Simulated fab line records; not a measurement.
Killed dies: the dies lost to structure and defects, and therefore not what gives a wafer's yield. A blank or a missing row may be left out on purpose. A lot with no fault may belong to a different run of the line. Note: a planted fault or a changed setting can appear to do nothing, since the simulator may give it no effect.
A single fault, viewed from 2 desks :: flow berkeley_cmos170 :: every desk sees just its own numbers, and what lay behind them comes last

## DESK OF THE TOOL OWNER: lpcvd-02
The tool's own readings at UCB170_CONTACT_CVD_01 (deposits PSG from SiH4/O2/PH3, target thk 700 nm, time 2820 s): means of the sampled wafers that have a number, for each lot that ran on this tool. The brackets show how far a lot's mean lies from the usual mean; more than 4 standard deviations puts the lot out of limits, marked OUT.
Columns: A = pressure_mtorr at UCB170_CONTACT_CVD_01, usual 300.0 mTorr; B = spike_tc_centre_C at UCB170_CONTACT_CVD_01, usual 451.8 C; C = spike_tc_load_C at UCB170_CONTACT_CVD_01, usual 469.2 C; D = spike_tc_source_C at UCB170_CONTACT_CVD_01, usual 468.6 C; E = susceptor_temp_C at UCB170_CONTACT_CVD_01, usual 449.97 C
lot: L514
first seen here: day 7 21:34
A: 301.0
B: 451.3
C: 469.8
D: 469.7
E: 449.97

lot: L520
first seen here: day 9 02:59
A: 300.3
B: 450.7
C: 469.9
D: 469.2
E: 449.96

lot: L521
first seen here: day 9 02:59
A: 300.1
B: 451.6
C: 469.1
D: 468.9
E: 449.93

lot: L522
first seen here: day 9 12:41
A: 300.9
B: 451.8
C: 469.6
D: 469.4
E: 449.98

lot: L527
first seen here: day 10 13:31
A: 299.5
B: 461.3 (+8.6) OUT
C: 479.2 (+5.5) OUT
D: 479.8
E: 459.83 (+45) OUT

lot: L530
first seen here: day 11 07:01
A: 300.0
B: 452.3
C: 468.7
D: 463.9
E: 450.02
Finding of this desk: L527 out of limits; the first was L527 at day 10 13:31, on spike_tc_centre_C at UCB170_CONTACT_CVD_01. Within limits: L514, L520, L521, L522, L530.

## AT THE METROLOGY DESK
What the gauges read for every lot (on any tool): the sampled wafers with a number, averaged. The brackets show how far a lot's mean lies from the usual mean; more than 4 standard deviations puts the lot out of limits, marked OUT.
Columns: A = GATE_OXIDE_THK at UCB170_GATE_THK_MEAS_02, usual 6.56 nm; B = cd_nm at UCB170_GATE_CD_MEAS_90, usual 349.8 nm; C = CONTACT_PSG_THK at UCB170_CONTACT_THK_MEAS_02, usual 699 nm
lot: L514
first seen here: day 6 19:24
A: 6.59
B: 349.5
C: 701

lot: L516
first seen here: day 7 22:01
A: 6.54
B: 349.2
C: 691

lot: L520
first seen here: day 7 22:01
A: 6.68
B: 350.1
C: 703

lot: L517
first seen here: day 7 22:02
A: 6.60
B: 348.3
C: 700

lot: L518
first seen here: day 7 22:04
A: 6.59
B: 348.6
C: 690

lot: L521
first seen here: day 7 22:05
A: 6.66
B: 350.0
C: 698

lot: L519
first seen here: day 7 22:05
A: 6.50
B: 352.2
C: 698

lot: L522
first seen here: day 8 09:58
A: 6.56
B: 351.3
C: 699

lot: L527
first seen here: day 9 11:17
A: 6.52
B: 348.0
C: 765 (+12) OUT

lot: L530
first seen here: day 10 01:04
A: 6.52
B: 350.8
C: 697

lot: L529
first seen here: day 10 01:04
A: 6.47
B: 351.4
C: 698

lot: L534
first seen here: day 10 19:12
A: 6.39
B: 349.8
C: 705

lot: L536
first seen here: day 11 13:47
A: 6.55
B: 347.0
C: 708
This desk's finding: out of limits on L527; first on L527, day 10 15:19 (CONTACT_PSG_THK at UCB170_CONTACT_THK_MEAS_02). Within limits: L514, L516, L520, L517, L518, L521, L519, L522, L530, L529, L534, L536.

## ALL TOGETHER
On L527, at day 10 13:31, an alarm was possible from the tool owner's desk.
The metrology desk could have raised an alarm at day 10 15:19, on L527.
All the named lots went through UCB170_CONTACT_CVD_01 on lpcvd-02.

## WHAT WAS PUT IN BY THE SIMULATOR
lpcvd-02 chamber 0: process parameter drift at UCB170_CONTACT_CVD_01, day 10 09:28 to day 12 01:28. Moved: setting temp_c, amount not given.
Shown lots that were struck: L527.
Time in hours from fault onset to the first out-of-limits reading at each desk: tool owner's desk 4, metrology desk 6.
